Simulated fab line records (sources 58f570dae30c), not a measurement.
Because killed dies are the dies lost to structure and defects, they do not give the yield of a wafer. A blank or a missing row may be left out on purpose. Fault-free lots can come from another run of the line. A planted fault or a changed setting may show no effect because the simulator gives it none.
Which tool did it? -- flow berkeleyCmos170 -- Sampling: 14 lots, 42 wafers, 3 of 331 route steps

== WHAT EACH GAUGE READ, for each wafer ==
UCB170_PSD_CD_MEAS_06: target cd 1200 nm. Usual: cdNm reads 1200.0 nm (standard deviation 1.3).
lot,measured,on,cdNm (nm),flag
L404,day 8 04:36,cdSem-01,1202.1 1202.0 1201.8,
L405,day 8 18:35,cdSem-02,1198.4 1199.2 1198.1,
L408,day 9 12:52,cdSem-02,1199.6 1200.5 1200.0,
L407,day 9 13:26,cdSem-01,1199.2 1198.6 1199.1,
L409,day 9 13:19,cdSem-02,1200.1 1199.9 1200.1,
L410,day 10 06:12,cdSem-01,1199.7 1201.9 1201.1,
L411,day 10 05:55,cdSem-02,1201.4 1202.5 1200.5,
L412,day 11 03:38,cdSem-02,1199.7 1200.9 1201.6,
L414,day 11 03:16,cdSem-02,1198.8 1198.2 1197.9,
L413,day 11 03:31,cdSem-01,1199.8 1200.8 1199.8,
L417,day 12 01:17,cdSem-01,1200.4 1199.7 1199.6,
L416,day 12 02:07,cdSem-01,1202.1 1199.4 1200.1,
L422,day 13 09:58,cdSem-02,1199.5 1199.9 1200.7,
L424,day 13 23:09,cdSem-01,1200.8 1198.5 1202.2,

== TOOL THAT RAN EACH LOT (tool first, then ch and the chambers of the sampled wafers, then the start) ==
lot,UCB170_ZERO_STRIP_07,UCB170_PFIELD_IMPLANT_07
L404,"plasmaAsher-01 ch 0,1, day 1 18:04","implanter-02 ch 0, day 4 16:41"
L405,"plasmaAsher-01 ch 0,1, day 2 01:32","implanter-03 ch 0, day 5 01:01"
L408,"plasmaAsher-01 ch 0,1, day 2 16:10","implanter-03 ch 0, day 5 14:13"
L407,"plasmaAsher-02 ch 0,1, day 2 16:26","implanter-02 ch 0, day 5 13:57"
L409,"plasmaAsher-02 ch 0,1, day 2 22:15","implanter-03 ch 0, day 5 21:28"
L410,"plasmaAsher-01 ch 0,1, day 3 05:10","implanter-02 ch 0, day 6 07:22"
L411,"plasmaAsher-04 ch 0,1, day 3 05:25","implanter-03 ch 0, day 6 07:04"
L412,"plasmaAsher-01 ch 0,1, day 3 15:05","implanter-01 ch 0, day 7 05:05"
L414,"plasmaAsher-02 ch 1, day 3 21:30","implanter-02 ch 0, day 7 05:21"
L413,"plasmaAsher-01 ch 0, day 3 21:47","implanter-03 ch 0, day 7 04:58"
L417,"plasmaAsher-01 ch 0,1, day 4 10:43","implanter-02 ch 0, day 8 04:38"
L416,"plasmaAsher-02 ch 0,1, day 4 10:59","implanter-03 ch 0, day 8 04:55"
L422,"plasmaAsher-02 ch 0,1, day 5 17:33","implanter-03 ch 0, day 9 20:56"
L424,"plasmaAsher-01 ch 0,1, day 6 04:18","implanter-03 ch 0, day 10 10:29"
- UCB170_ZERO_STRIP_07: strips in O2.
- UCB170_PFIELD_IMPLANT_07

== AS READ BY THE TOOLS THEMSELVES (means over the sampled wafers that have a number; for cases with no such wafer, the mark the record gives instead) ==
UCB170_ZERO_STRIP_07. Usual: chamberPressureMTorr 3500 mTorr, standard deviation 3.2; drypumpMotorCurrentA 5.64 A, standard deviation 0.19; oesProductAu 0.727 a.u., standard deviation 0.0043; stripTimeToEndpointS 21.49 s, standard deviation 0.08.
lot,tool,chamberPressureMTorr (mTorr),drypumpMotorCurrentA (A),oesProductAu (a.u.),stripTimeToEndpointS (s),flag
L404,plasmaAsher-01,3502,5.53,0.725,21.58,
L405,plasmaAsher-01,3501,5.54,0.723,21.62,
L408,plasmaAsher-01,3501,5.63,0.731,21.43,
L407,plasmaAsher-02,3502,5.75,0.724,21.50,
L409,plasmaAsher-02,3500,5.85,0.726,21.54,
L410,plasmaAsher-01,3502,5.54,0.730,21.46,
L411,plasmaAsher-04,3500,5.46,0.728,21.54,
L412,plasmaAsher-01,3500,5.65,0.727,21.45,
L414,plasmaAsher-02,3500,5.64,0.725,21.41,
L413,plasmaAsher-01,3497,5.42,0.729,21.54,
L417,plasmaAsher-01,3500,5.64,0.730,21.43,
L416,plasmaAsher-02,3505,5.82,0.724,21.44,
L422,plasmaAsher-02,3498,5.74,0.728,21.48,
L424,plasmaAsher-01,3500,5.63,0.733,21.49,

UCB170_PFIELD_IMPLANT_07. Usual: doseIonsCm2 1.9998e+13, standard deviation 2.4e+10; faradayCurrentUA 63.4, standard deviation 1.3; tiltDeg 7.002 degrees, standard deviation 0.018.
lot,tool,doseIonsCm2,faradayCurrentUA,tiltDeg (degrees),flag
L404,implanter-02,2.0007e+13,63.5,7.019,
L405,implanter-03,2.0006e+13,64.3,7.012,
L408,implanter-03,1.9992e+13,64.7,6.982,
L407,implanter-02,1.9987e+13,64.0,6.996,
L409,implanter-03,2.0008e+13,62.6,7.001,
L410,implanter-02,2.0003e+13,62.6,7.003,
L411,implanter-03,2.0021e+13,63.6,6.989,
L412,implanter-01,1.9981e+13,63.6,6.994,
L414,implanter-02,2.0022e+13,63.6,7.016,
L413,implanter-03,2.0027e+13,62.7,6.998,
L417,implanter-02,1.9994e+13,63.1,6.998,
L416,implanter-03,1.9968e+13,63.5,7.010,
L422,implanter-03,2.0008e+13,63.2,7.764,OFF
L424,implanter-03,1.9981e+13,64.4,7.767,OFF

== THE ANSWER, worked out from the rows above alone ==
Rule: a lot counts as off when the mean over its wafers that have a number is more than 3 standard deviations away from the usual mean. A lot without any number at a reading at which 4 lots or more have one is off too. Where the step has rows for the other lots, those lots are counted as sound. After the gauges, taken in route order, come the tools' own readings; for these a lot's mean is taken, as printed above. The first step at which some lot is off is used, and at that step the reading that is off furthest; a lot without a number counts as furthest.
Off: L422, L424 (UCB170_PFIELD_IMPLANT_07, tiltDeg).
If a tool, at that step or one of the process steps before it, ran each lot that is off and ran no sound lot following the first of them, it fits. One candidate fits, namely implanter-03 at UCB170_PFIELD_IMPLANT_07. A fault onset in the window from L416 (day 8 04:55, its last sound lot) to L422 (day 9 20:56, its first lot off) fits.
The tool's own readings at UCB170_PFIELD_IMPLANT_07 bear it out: on the lots that are off they differ by more than 5 times the standard deviation of the sound lots' means. tiltDeg reads 7.766 degrees there against 7.002 degrees on the sound lots.

== WHAT THE SIMULATOR HAD PUT IN ==
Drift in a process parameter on implanter-03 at UCB170_PFIELD_IMPLANT_07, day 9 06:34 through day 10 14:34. Setting tiltDeg shifted by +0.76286 from 7. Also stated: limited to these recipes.
Struck lots among those shown: L422, L424. The same result came from the rule above.
